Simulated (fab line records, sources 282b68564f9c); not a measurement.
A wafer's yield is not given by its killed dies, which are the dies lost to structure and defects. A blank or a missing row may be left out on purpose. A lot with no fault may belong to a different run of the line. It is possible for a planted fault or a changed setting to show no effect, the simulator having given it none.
What tool caused it? -- flow rit_cmos -- 14 lots, 42 wafers sampled, at 4 steps of a route of 202

WHAT THE GAUGES SHOWED, per wafer
RIT_ACTIVE_THK_MEAS_04.
lot,measured,on,ACTIVE_NITRIDE_THK (nm)
L449,day 1 14:22,film_metro-04,150.4 150.1 150.1
L450,day 1 19:54,film_metro-04,152.1 150.8 150.9
L452,day 2 04:33,film_metro-03,149.4 149.1 148.6
L453,day 2 09:32,film_metro-02,148.6 148.0 148.7
L454,day 2 16:01,film_metro-03,150.2 150.7 150.0
L455,day 2 19:34,film_metro-03,150.5 151.6 152.0
L456,day 3 00:32,film_metro-03,150.7 150.4 150.8
L457,day 3 05:51,film_metro-03,149.9 149.6 149.5
L458,day 3 10:54,film_metro-03,149.7 150.4 150.3
L459,day 3 16:24,film_metro-04,148.9 149.1 149.8
L467,day 5 07:32,film_metro-04,148.3 147.8 147.5
L469,day 5 17:32,film_metro-02,149.6 148.1 149.7
L471,day 6 04:15,film_metro-02,151.5 151.3 150.9
L472,day 6 08:32,film_metro-02,151.5 151.7 151.5

RIT_CONTACT_OVL_MEAS_09.
lot,measured,on,CONTACT_OVL (nm)
L449,day 3 09:33,overlay-02,-1.7 -2.0 -2.5
L450,day 3 11:18,overlay-01,-3.3 -3.5 -4.0
L452,day 3 21:16,overlay-01,-1.5 -1.5 -1.8
L453,day 4 04:02,overlay-02,-0.3 0.2 1.4
L454,day 4 05:55,overlay-02,-1.2 -1.2 -0.4
L455,day 4 10:31,overlay-02,-1.7 -2.5 -0.9
L456,day 4 14:01,overlay-02,0.3 -1.2 0.5
L457,day 4 20:23,overlay-01,-0.5 -1.4 -2.6
L458,day 5 00:56,overlay-02,-2.4 -2.0 -4.5
L459,day 5 06:05,overlay-02,-2.2 -1.4 -0.8
L467,day 6 21:39,overlay-01,0.1 -1.4 -1.7
L469,day 7 08:29,overlay-02,-1.2 1.0 -0.7
L471,day 7 18:43,overlay-02,-0.8 0.5 -0.3
L472,day 8 04:10,overlay-02,0.0 -0.8 -1.2

EACH LOT AND THE TOOL THAT RAN IT (in order: tool; ch and the chambers of the sampled wafers; start)
lot,RIT_PRETRO_IMPLANT_08,RIT_PLDD_STRIP_09
L449,"implanter-04 ch 0, day 2 08:40","plasma_asher-04 ch 0,1, day 3 00:59"
L450,"implanter-03 ch 0, day 2 13:51","plasma_asher-02 ch 0,1, day 3 01:30"
L452,"implanter-03 ch 0, day 2 23:22","plasma_asher-03 ch 0,1, day 3 12:04"
L453,"implanter-03 ch 0, day 3 06:16","plasma_asher-02 ch 0,1, day 3 19:23"
L454,"implanter-01 ch 0, day 3 09:29","plasma_asher-04 ch 0,1, day 3 21:08"
L455,"implanter-01 ch 0, day 3 14:08","plasma_asher-02 ch 0, day 4 01:57"
L456,"implanter-01 ch 0, day 3 18:07","plasma_asher-04 ch 0, day 4 05:35"
L457,"implanter-03 ch 0, day 4 00:56","plasma_asher-02 ch 0,1, day 4 12:07"
L458,"implanter-03 ch 0, day 4 04:17","plasma_asher-02 ch 0,1, day 4 16:31"
L459,"implanter-01 ch 0, day 4 09:50","plasma_asher-04 ch 0,1, day 4 21:43"
L467,"implanter-03 ch 0, day 6 00:56","plasma_asher-04 ch 0,1, day 6 13:16"
L469,"implanter-03 ch 0, day 6 11:25","plasma_asher-02 ch 0,1, day 7 00:03"
L471,"implanter-01 ch 0, day 6 22:10","plasma_asher-02 ch 0,1, day 7 10:11"
L472,"implanter-01 ch 0, day 7 02:13","plasma_asher-04 ch 0,1, day 7 13:27"
- RIT_PRETRO_IMPLANT_08
- RIT_PLDD_STRIP_09: strips in O2, time 180 s.

WHAT THE TOOLS THEMSELVES READ (means of the sampled wafers that have a number; where no wafer has one, the mark that the record gives instead)
RIT_PRETRO_IMPLANT_08.
lot,tool,beam_energy_keV
L449,implanter-04,44.998
L450,implanter-03,45.003
L452,implanter-03,45.016
L453,implanter-03,45.002
L454,implanter-01,45.008
L455,implanter-01,45.000
L456,implanter-01,46.499
L457,implanter-03,44.982
L458,implanter-03,45.004
L459,implanter-01,46.491
L467,implanter-03,44.987
L469,implanter-03,45.002
L471,implanter-01,45.009
L472,implanter-01,44.989

RIT_PLDD_STRIP_09.
lot,tool,drypump_motor_current_A (A)
L449,plasma_asher-04,5.1
L450,plasma_asher-02,5.6
L452,plasma_asher-03,5.7
L453,plasma_asher-02,5.6
L454,plasma_asher-04,5.1
L455,plasma_asher-02,5.3
L456,plasma_asher-04,4.9
L457,plasma_asher-02,5.6
L458,plasma_asher-02,5.4
L459,plasma_asher-04,5.3
L467,plasma_asher-04,5.3
L469,plasma_asher-02,5.4
L471,plasma_asher-02,5.4
L472,plasma_asher-04,5.3

THE ANSWER, worked out from the rows above alone
Rule: the lots themselves supply what counts as usual. Put in order of their means at a reading, lots are off if they are a third of the lots or fewer, leave a main group of 4 or more, and stand apart from it by a gap of 3 or more times the standard deviation of the main group's means; of several such gaps the widest counts. A main group whose means are all the same, to the digits that the tables above print for the reading, isn't used. Also off: a lot with no number at a reading for which 4 or more lots have one. Where the step has rows for the other lots, those lots are counted as sound. Order of review: gauges by route order, followed by the tools' own readings, for which a lot's mean as printed above is used. The first step at which some lot is off is used, and at that step the reading that is off furthest; a lot without a number counts as furthest.
Off: L456, L459 (RIT_PRETRO_IMPLANT_08, beam_energy_keV). The main group: mean 45.000, standard deviation 0.0094.
A tool fits if, at that step or a process step before it, it ran every lot that is off, and no sound lot after the first of them. None of those tried fits.

WHAT THE SIMULATOR PUT IN
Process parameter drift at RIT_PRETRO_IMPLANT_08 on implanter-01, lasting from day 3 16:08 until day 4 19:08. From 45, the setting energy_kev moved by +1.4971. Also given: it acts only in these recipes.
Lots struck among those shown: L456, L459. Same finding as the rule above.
